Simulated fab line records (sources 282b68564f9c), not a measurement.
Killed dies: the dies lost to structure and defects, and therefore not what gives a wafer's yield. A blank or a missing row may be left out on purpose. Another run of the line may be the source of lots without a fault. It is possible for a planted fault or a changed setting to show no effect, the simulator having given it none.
The tool behind it: which one? || flow ritCmos || 15 lots with 45 wafers sampled at 4 steps, on a route of 202 steps

## WHAT THE GAUGES SHOWED, per wafer
RIT_ACTIVE_BOW_MEAS_00.
{"lot": "L136", "measured": "day 1 10:04", "on": "filmMetro-02", "INCOMING_BOW (um)": "-12 -8 -11"}
{"lot": "L138", "measured": "day 1 20:00", "on": "filmMetro-03", "INCOMING_BOW (um)": "3 -9 10"}
{"lot": "L139", "measured": "day 2 01:01", "on": "filmMetro-04", "INCOMING_BOW (um)": "-3 4 -1"}
{"lot": "L140", "measured": "day 2 06:01", "on": "filmMetro-04", "INCOMING_BOW (um)": "-7 13 -3"}
{"lot": "L141", "measured": "day 2 11:00", "on": "filmMetro-02", "INCOMING_BOW (um)": "-8 4 1"}
{"lot": "L142", "measured": "day 2 16:00", "on": "filmMetro-04", "INCOMING_BOW (um)": "-4 2 -5"}
{"lot": "L144", "measured": "day 3 02:00", "on": "filmMetro-04", "INCOMING_BOW (um)": "-4 -11 1"}
{"lot": "L147", "measured": "day 3 17:00", "on": "filmMetro-04", "INCOMING_BOW (um)": "-8 0 8"}
{"lot": "L149", "measured": "day 4 03:01", "on": "filmMetro-03", "INCOMING_BOW (um)": "2 7 -1"}
{"lot": "L150", "measured": "day 4 08:00", "on": "filmMetro-02", "INCOMING_BOW (um)": "-9 2 3"}
{"lot": "L152", "measured": "day 4 18:00", "on": "filmMetro-04", "INCOMING_BOW (um)": "5 -9 8"}
{"lot": "L154", "measured": "day 5 04:01", "on": "filmMetro-02", "INCOMING_BOW (um)": "-4 2 -7"}
{"lot": "L155", "measured": "day 5 09:00", "on": "filmMetro-04", "INCOMING_BOW (um)": "-5 -8 9"}
{"lot": "L157", "measured": "day 5 19:00", "on": "filmMetro-03", "INCOMING_BOW (um)": "-3 10 12"}
{"lot": "L159", "measured": "day 6 05:01", "on": "filmMetro-03", "INCOMING_BOW (um)": "11 -2 -8"}

RIT_ACTIVE_THK_MEAS_02.
{"lot": "L136", "measured": "day 1 12:10", "on": "filmMetro-03", "ACTIVE_OXIDE_THK (nm)": "47.4 47.7 47.6"}
{"lot": "L138", "measured": "day 2 00:59", "on": "filmMetro-02", "ACTIVE_OXIDE_THK (nm)": "48.3 49.4 48.7"}
{"lot": "L139", "measured": "day 2 03:04", "on": "filmMetro-04", "ACTIVE_OXIDE_THK (nm)": "47.3 47.6 48.0"}
{"lot": "L140", "measured": "day 2 09:12", "on": "filmMetro-03", "ACTIVE_OXIDE_THK (nm)": "45.6 46.5 46.4"}
{"lot": "L141", "measured": "day 2 16:13", "on": "filmMetro-02", "ACTIVE_OXIDE_THK (nm)": "47.0 47.1 47.5"}
{"lot": "L142", "measured": "day 2 19:13", "on": "filmMetro-03", "ACTIVE_OXIDE_THK (nm)": "46.3 46.8 45.6"}
{"lot": "L144", "measured": "day 3 05:56", "on": "filmMetro-03", "ACTIVE_OXIDE_THK (nm)": "46.9 47.5 47.4"}
{"lot": "L147", "measured": "day 3 20:16", "on": "filmMetro-02", "ACTIVE_OXIDE_THK (nm)": "48.5 48.9 48.3"}
{"lot": "L149", "measured": "day 4 06:11", "on": "filmMetro-04", "ACTIVE_OXIDE_THK (nm)": "46.9 47.6 47.5"}
{"lot": "L150", "measured": "day 4 12:43", "on": "filmMetro-02", "ACTIVE_OXIDE_THK (nm)": "47.5 48.0 47.5"}
{"lot": "L152", "measured": "day 4 20:49", "on": "filmMetro-02", "ACTIVE_OXIDE_THK (nm)": "47.5 46.7 47.3"}
{"lot": "L154", "measured": "day 5 06:36", "on": "filmMetro-03", "ACTIVE_OXIDE_THK (nm)": "46.0 44.3 45.0"}
{"lot": "L155", "measured": "day 5 12:19", "on": "filmMetro-03", "ACTIVE_OXIDE_THK (nm)": "45.9 46.3 46.9"}
{"lot": "L157", "measured": "day 5 21:03", "on": "filmMetro-03", "ACTIVE_OXIDE_THK (nm)": "45.3 45.3 46.0"}
{"lot": "L159", "measured": "day 6 08:14", "on": "filmMetro-04", "ACTIVE_OXIDE_THK (nm)": "46.6 46.3 46.0"}

RIT_NWELL_OVL_MEAS_06.
{"lot": "L136", "measured": "day 2 01:56", "on": "overlay-01", "NWELL_OVL (nm)": "0.3 -1.7 0.3"}
{"lot": "L138", "measured": "day 2 09:12", "on": "overlay-02", "NWELL_OVL (nm)": "-1.4 -1.5 -1.9"}
{"lot": "L139", "measured": "day 2 20:08", "on": "overlay-01", "NWELL_OVL (nm)": "0.3 2.1 2.5"}
{"lot": "L140", "measured": "day 2 20:02", "on": "overlay-02", "NWELL_OVL (nm)": "1.9 1.4 0.3"}
{"lot": "L141", "measured": "day 3 00:32", "on": "overlay-01", "NWELL_OVL (nm)": "-0.6 -1.4 2.5"}
{"lot": "L142", "measured": "day 3 06:28", "on": "overlay-02", "NWELL_OVL (nm)": "4.6 2.6 2.5"}
{"lot": "L144", "measured": "day 3 14:29", "on": "overlay-01", "NWELL_OVL (nm)": "1.6 0.9 -0.1"}
{"lot": "L147", "measured": "day 4 09:04", "on": "overlay-01", "NWELL_OVL (nm)": "0.1 0.2 0.8"}
{"lot": "L149", "measured": "day 4 19:14", "on": "overlay-02", "NWELL_OVL (nm)": "0.5 -3.1 1.0"}
{"lot": "L150", "measured": "day 4 22:32", "on": "overlay-02", "NWELL_OVL (nm)": "-4.4 -2.9 -1.6"}
{"lot": "L152", "measured": "day 5 07:07", "on": "overlay-01", "NWELL_OVL (nm)": "1.0 2.2 -0.7"}
{"lot": "L154", "measured": "day 5 17:50", "on": "overlay-01", "NWELL_OVL (nm)": "1.1 -0.6 -1.6"}
{"lot": "L155", "measured": "day 5 22:41", "on": "overlay-02", "NWELL_OVL (nm)": "1.7 0.5 1.3"}
{"lot": "L157", "measured": "day 6 08:19", "on": "overlay-02", "NWELL_OVL (nm)": "2.7 1.2 2.7"}
{"lot": "L159", "measured": "day 6 20:29", "on": "overlay-01", "NWELL_OVL (nm)": "1.0 -1.3 -0.4"}

## WHAT TOOL EACH LOT RAN ON (gives the tool, then ch and the chambers of the sampled wafers, and finally the start)
{"lot": "L136", "RIT_ACTIVE_COAT_06": "lithoTrack-01 ch 0, day 1 13:54"}
{"lot": "L138", "RIT_ACTIVE_COAT_06": "lithoTrack-04 ch 0, day 2 02:40"}
{"lot": "L139", "RIT_ACTIVE_COAT_06": "lithoTrack-01 ch 0, day 2 05:18"}
{"lot": "L140", "RIT_ACTIVE_COAT_06": "lithoTrack-01 ch 0, day 2 10:54"}
{"lot": "L141", "RIT_ACTIVE_COAT_06": "lithoTrack-01 ch 0, day 2 17:54"}
{"lot": "L142", "RIT_ACTIVE_COAT_06": "lithoTrack-01 ch 0, day 2 20:54"}
{"lot": "L144", "RIT_ACTIVE_COAT_06": "lithoTrack-01 ch 0, day 3 07:37"}
{"lot": "L147", "RIT_ACTIVE_COAT_06": "lithoTrack-04 ch 0, day 3 21:58"}
{"lot": "L149", "RIT_ACTIVE_COAT_06": "lithoTrack-04 ch 0, day 4 07:53"}
{"lot": "L150", "RIT_ACTIVE_COAT_06": "lithoTrack-03 ch 0, day 4 14:26"}
{"lot": "L152", "RIT_ACTIVE_COAT_06": "lithoTrack-03 ch 0, day 4 22:43"}
{"lot": "L154", "RIT_ACTIVE_COAT_06": "lithoTrack-04 ch 0, day 5 08:19"}
{"lot": "L155", "RIT_ACTIVE_COAT_06": "lithoTrack-03 ch 0, day 5 13:59"}
{"lot": "L157", "RIT_ACTIVE_COAT_06": "lithoTrack-04 ch 0, day 5 23:27"}
{"lot": "L159", "RIT_ACTIVE_COAT_06": "lithoTrack-03 ch 0, day 6 10:38"}
- RIT_ACTIVE_COAT_06: resist thk 1000 nm.

## AS READ BY THE TOOLS THEMSELVES (means over the sampled wafers that have a number; for cases with no such wafer, the mark the record gives instead)
RIT_ACTIVE_COAT_06.
{"lot": "L136", "tool": "lithoTrack-01", "spinSpeedRpm (rpm)": 3246.9}
{"lot": "L138", "tool": "lithoTrack-04", "spinSpeedRpm (rpm)": 3251.0}
{"lot": "L139", "tool": "lithoTrack-01", "spinSpeedRpm (rpm)": 3250.8}
{"lot": "L140", "tool": "lithoTrack-01", "spinSpeedRpm (rpm)": 3249.4}
{"lot": "L141", "tool": "lithoTrack-01", "spinSpeedRpm (rpm)": 3474.5}
{"lot": "L142", "tool": "lithoTrack-01", "spinSpeedRpm (rpm)": 3471.7}
{"lot": "L144", "tool": "lithoTrack-01", "spinSpeedRpm (rpm)": 3472.9}
{"lot": "L147", "tool": "lithoTrack-04", "spinSpeedRpm (rpm)": 3249.4}
{"lot": "L149", "tool": "lithoTrack-04", "spinSpeedRpm (rpm)": 3251.3}
{"lot": "L150", "tool": "lithoTrack-03", "spinSpeedRpm (rpm)": 3247.1}
{"lot": "L152", "tool": "lithoTrack-03", "spinSpeedRpm (rpm)": 3252.3}
{"lot": "L154", "tool": "lithoTrack-04", "spinSpeedRpm (rpm)": 3248.5}
{"lot": "L155", "tool": "lithoTrack-03", "spinSpeedRpm (rpm)": 3247.4}
{"lot": "L157", "tool": "lithoTrack-04", "spinSpeedRpm (rpm)": 3248.3}
{"lot": "L159", "tool": "lithoTrack-03", "spinSpeedRpm (rpm)": 3248.6}

## THE ANSWER, worked out from the rows above alone
Rule: the lots themselves supply what counts as usual. The widest of any qualifying gaps counts: lots, ordered by their means at a reading, are off when they make up no more than a third of the lots, leave a main group of 4 or more, and stand apart from it by 3 or more times the standard deviation of that group's means. The tables above print the reading to a certain number of digits; a main group whose means all agree to those digits is not used. Also off: a lot with no number at a reading for which 4 or more lots have one. Any other lot the step has rows for is counted as sound. Order of review: gauges by route order, followed by the tools' own readings, for which a lot's mean as printed above is used. At the first step where some lot is off, the reading lying furthest off is the one used; lots without a number count as furthest.
Off: L141, L142, L144 (RIT_ACTIVE_COAT_06, spinSpeedRpm). The main group: mean 3249.2 rpm, standard deviation 1.7.
If a tool, at that step or one of the process steps before it, ran each lot that is off and ran no sound lot following the first of them, it fits. One fits: RIT_ACTIVE_COAT_06 on lithoTrack-01. Its last sound lot is L140 (day 2 10:54), its first lot that is off L141 (day 2 17:54): a fault that began between those two fits.
On the lots that are off, the tool's own readings at RIT_ACTIVE_COAT_06 differ by more than 5 times the standard deviation of the sound lots' means, which bears it out; spinSpeedRpm reads 3473.0 rpm there versus 3249.2 rpm on the sound lots.

## WHAT THE SIMULATOR PUT IN
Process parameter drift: lithoTrack-01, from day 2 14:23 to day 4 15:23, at RIT_ACTIVE_COAT_06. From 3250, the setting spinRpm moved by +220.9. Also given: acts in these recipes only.
Lots struck among those shown: L141, L142, L144. This agrees with what the rule above found.
